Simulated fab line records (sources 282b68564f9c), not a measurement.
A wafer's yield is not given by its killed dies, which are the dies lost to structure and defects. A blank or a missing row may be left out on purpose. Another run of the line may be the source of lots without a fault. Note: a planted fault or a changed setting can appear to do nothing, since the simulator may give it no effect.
One fault seen from 2 desks -- flow rit cmos -- every desk sees just its own numbers, and what lay behind them comes last

== AT THE METROLOGY DESK ==
Lot by lot, what the gauges showed, no matter which tool ran the lot: averages of those sampled wafers that carry a number. A lot is out of limits, marked OUT, if its mean lies more than 4 standard deviations from the usual mean; the brackets give that distance.
Columns: A = PWELL_OVL at RIT_PWELL_OVL_MEAS_06, usual 0.4 nm; B = PLDD_OVL at RIT_PLDD_OVL_MEAS_06, usual 0.3 nm; C = NSD_TW at RIT_NSD_TW_MEAS_10, usual 3134
lot,first seen here,A,B,C
L200,day 2 00:10,-0.4,0.5,3115
L201,day 2 06:03,-2.1,-0.2,3162
L202,day 2 11:39,0.6,0.6,3122
L203,day 2 14:35,3.3,-0.4,3085
L204,day 2 20:24,2.6,-,-
L205,day 3 01:43,1.2,-0.0,3137
L206,day 3 06:08,0.5,-,-
L207,day 3 09:40,-1.0,0.7,3134
L210,day 4 01:24,2.1,-,-
L213,day 4 15:50,2.8,-0.2,3127
L216,day 5 08:18,2.4,1.5,3159
L218,day 5 18:30,-1.5,-0.5,3137
L219,day 5 22:02,0.7,1.3,3145
L221,day 6 07:02,0.9,1.7,3135
L223,day 6 17:31,0.7,1.3,3146
Finding of this desk: none of the 15 lots has anything out of limits.

== AT THE TOOL OWNER'S DESK: iline stepper-02 ==
The tool's own readings at RIT_PLDD_EXPOSE_03 (exposes mask M8, target cd 40900 nm): means of the sampled wafers that have a number, for each lot that ran on this tool. A lot is out of limits, marked OUT, if its mean lies more than 4 standard deviations from the usual mean; the brackets give that distance.
Columns: A = exposure dose mJ cm2 at RIT_PLDD_EXPOSE_03, usual 250.06
lot,first seen here,A
L201,day 3 05:16,249.91
L203,day 3 11:29,250.19
L204,day 3 19:22,250.13
L206,day 4 02:47,249.94
L210,day 5 00:47,250.26
Finding of this desk: none of the 5 lots has anything out of limits.

== BROUGHT TOGETHER ==
At the metrology desk, nothing out of limits was observed.
The tool owner's desk saw nothing out of limits.

== WHAT THE SIMULATOR HAD PUT IN ==
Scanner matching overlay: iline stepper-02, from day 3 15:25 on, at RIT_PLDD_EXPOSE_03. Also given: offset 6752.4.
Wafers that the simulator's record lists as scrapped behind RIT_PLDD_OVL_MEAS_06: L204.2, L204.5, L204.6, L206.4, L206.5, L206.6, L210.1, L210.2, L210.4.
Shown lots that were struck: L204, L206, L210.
